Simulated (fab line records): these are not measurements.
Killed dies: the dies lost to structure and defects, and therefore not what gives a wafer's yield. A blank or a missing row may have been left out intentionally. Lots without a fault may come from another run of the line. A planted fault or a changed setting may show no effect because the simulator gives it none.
Split-lot experiment || flow berkeley cmos170 || 23 wafers read across 5 lots, on a route 331 steps long

## ON THE SPLIT
At UCB170_M1_EXPOSE_06 (exposes mask METAL1, target cd 700 nm), the setting dose mj was moved away from the recipe's 21 on 5 of the 23 wafers read, by -4.1% to +6.9%. This setting was run at the recipe's value on the other wafers.

## FROM THE SPLIT TO THE READING: what the file shows between them, 6 steps
- UCB170_M1_PEB_07
- UCB170_M1_DEVELOP_08: develop time 45 s
- UCB170_M1_CD_MEAS_09: target cd 700 nm
- UCB170_M1_ETCH_11: etches BARC in N2/H2
- UCB170_M1_METAL_ETCH_12: etches Al in Cl2/BCl3, stops on PSG, target depth 780 nm, time 130 s
- UCB170_M1_STRIP_13: strips in O2

## THE READING
At UCB170_M1_CD_MEAS_90: cd nm in nanometres, against a target cd of 700 nm. Fault-free wafers of this fab line usually give 699.9 nm, standard deviation 1.5 nm.

{"wafer": "L074.1", "tool, chamber at the split": "krf scanner-01, 0", "dose mj as run": 21, "against the recipe": "recipe", "cd nm, nm": 699.7, "against lot-mates on the recipe": "-"}
{"wafer": "L074.4", "tool, chamber at the split": "krf scanner-01, 0", "dose mj as run": 21, "against the recipe": "recipe", "cd nm, nm": 700.3, "against lot-mates on the recipe": "-"}
{"wafer": "L074.5", "tool, chamber at the split": "krf scanner-01, 0", "dose mj as run": 21, "against the recipe": "recipe", "cd nm, nm": 700.6, "against lot-mates on the recipe": "-"}
{"wafer": "L079.1", "tool, chamber at the split": "krf scanner-02, 0", "dose mj as run": 21, "against the recipe": "recipe", "cd nm, nm": 697.4, "against lot-mates on the recipe": "-"}
{"wafer": "L079.2", "tool, chamber at the split": "krf scanner-02, 0", "dose mj as run": 21, "against the recipe": "recipe", "cd nm, nm": 697.2, "against lot-mates on the recipe": "-"}
{"wafer": "L079.3", "tool, chamber at the split": "krf scanner-02, 0", "dose mj as run": 21, "against the recipe": "recipe", "cd nm, nm": 697.3, "against lot-mates on the recipe": "-"}
{"wafer": "L079.4", "tool, chamber at the split": "krf scanner-02, 0", "dose mj as run": 21, "against the recipe": "recipe", "cd nm, nm": 696.7, "against lot-mates on the recipe": "-"}
{"wafer": "L079.6", "tool, chamber at the split": "krf scanner-02, 0", "dose mj as run": 21, "against the recipe": "recipe", "cd nm, nm": 698.2, "against lot-mates on the recipe": "-"}
{"wafer": "L082.1", "tool, chamber at the split": "krf scanner-02, 0", "dose mj as run": 22.44, "against the recipe": "+6.9%", "cd nm, nm": 689.2, "against lot-mates on the recipe": -11.7}
{"wafer": "L082.2", "tool, chamber at the split": "krf scanner-02, 0", "dose mj as run": 21, "against the recipe": "recipe", "cd nm, nm": 701.8, "against lot-mates on the recipe": "-"}
{"wafer": "L082.3", "tool, chamber at the split": "krf scanner-02, 0", "dose mj as run": 21, "against the recipe": "recipe", "cd nm, nm": 700.0, "against lot-mates on the recipe": "-"}
{"wafer": "L082.4", "tool, chamber at the split": "krf scanner-02, 0", "dose mj as run": 22.44, "against the recipe": "+6.9%", "cd nm, nm": 688.9, "against lot-mates on the recipe": -12.0}
{"wafer": "L082.5", "tool, chamber at the split": "krf scanner-02, 0", "dose mj as run": 22.44, "against the recipe": "+6.9%", "cd nm, nm": 689.3, "against lot-mates on the recipe": -11.6}
{"wafer": "L081.1", "tool, chamber at the split": "krf scanner-01, 0", "dose mj as run": 21, "against the recipe": "recipe", "cd nm, nm": 700.3, "against lot-mates on the recipe": "-"}
{"wafer": "L081.2", "tool, chamber at the split": "krf scanner-01, 0", "dose mj as run": 21, "against the recipe": "recipe", "cd nm, nm": 701.0, "against lot-mates on the recipe": "-"}
{"wafer": "L081.3", "tool, chamber at the split": "krf scanner-01, 0", "dose mj as run": 21, "against the recipe": "recipe", "cd nm, nm": 700.5, "against lot-mates on the recipe": "-"}
{"wafer": "L081.5", "tool, chamber at the split": "krf scanner-01, 0", "dose mj as run": 21, "against the recipe": "recipe", "cd nm, nm": 699.5, "against lot-mates on the recipe": "-"}
{"wafer": "L081.6", "tool, chamber at the split": "krf scanner-01, 0", "dose mj as run": 21, "against the recipe": "recipe", "cd nm, nm": 700.2, "against lot-mates on the recipe": "-"}
{"wafer": "L084.1", "tool, chamber at the split": "krf scanner-01, 0", "dose mj as run": 21, "against the recipe": "recipe", "cd nm, nm": 698.6, "against lot-mates on the recipe": "-"}
{"wafer": "L084.2", "tool, chamber at the split": "krf scanner-01, 0", "dose mj as run": 21, "against the recipe": "recipe", "cd nm, nm": 699.7, "against lot-mates on the recipe": "-"}
{"wafer": "L084.3", "tool, chamber at the split": "krf scanner-01, 0", "dose mj as run": 20.14, "against the recipe": "-4.1%", "cd nm, nm": 706.1, "against lot-mates on the recipe": "+7.2"}
{"wafer": "L084.4", "tool, chamber at the split": "krf scanner-01, 0", "dose mj as run": 21, "against the recipe": "recipe", "cd nm, nm": 698.3, "against lot-mates on the recipe": "-"}
{"wafer": "L084.6", "tool, chamber at the split": "krf scanner-01, 0", "dose mj as run": 20.14, "against the recipe": "-4.1%", "cd nm, nm": 706.0, "against lot-mates on the recipe": "+7.1"}

THE FIT
A straight line over all 23 wafers: cd nm changes by -1.52 nm for each +1% of dose mj; r = -0.95; the points scatter about the line by 1.3 nm.
The same after taking each lot's own level away (the mean of its wafers on the recipe; 23 wafers): -1.72 nm for each +1%; r = -0.99; scatter 0.52 nm.
According to that fit, moving dose mj by its largest amount changes the reading by 12 nm.
Across the lots, their own levels run from 697.36 to 700.90 nm, a range of 2.4 times the standard deviation given above.
Hence the slope depends on the lot-to-lot level, as the two fits are not the same.
Check: -11.8 nm against its lot-mates is what the line predicts for one of the wafers moved furthest among these (+6.9%) when that wafer is left out of the fit. Against them it came out at -11.7 nm.

## THE WHOLE CHAIN: every reading that the file lists as answering this split, in the file's order
{"step": "UCB170_M1_CD_MEAS_09", "what it does": "target cd 700 nm", "reading": "cd nm", "change (the file's fit)": "-1.66 nm for each +1% of the setting", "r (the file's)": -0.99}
{"step": "UCB170_M1_ETCH_11", "what it does": "etches BARC in N2/H2", "reading": "M1.cd nm (the simulator's own value, which no gauge read)", "change (the file's fit)": "-1.71 nm for each +1% of the setting", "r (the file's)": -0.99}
{"step": "UCB170_M1_CD_MEAS_90", "what it does": "target cd 700 nm", "reading": "cd nm", "change (the file's fit)": "-1.72 nm for each +1% of the setting", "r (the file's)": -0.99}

## THE FILE'S OWN FIT
cd nm changes by -1.72 nm for each +1% of dose mj, r = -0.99.
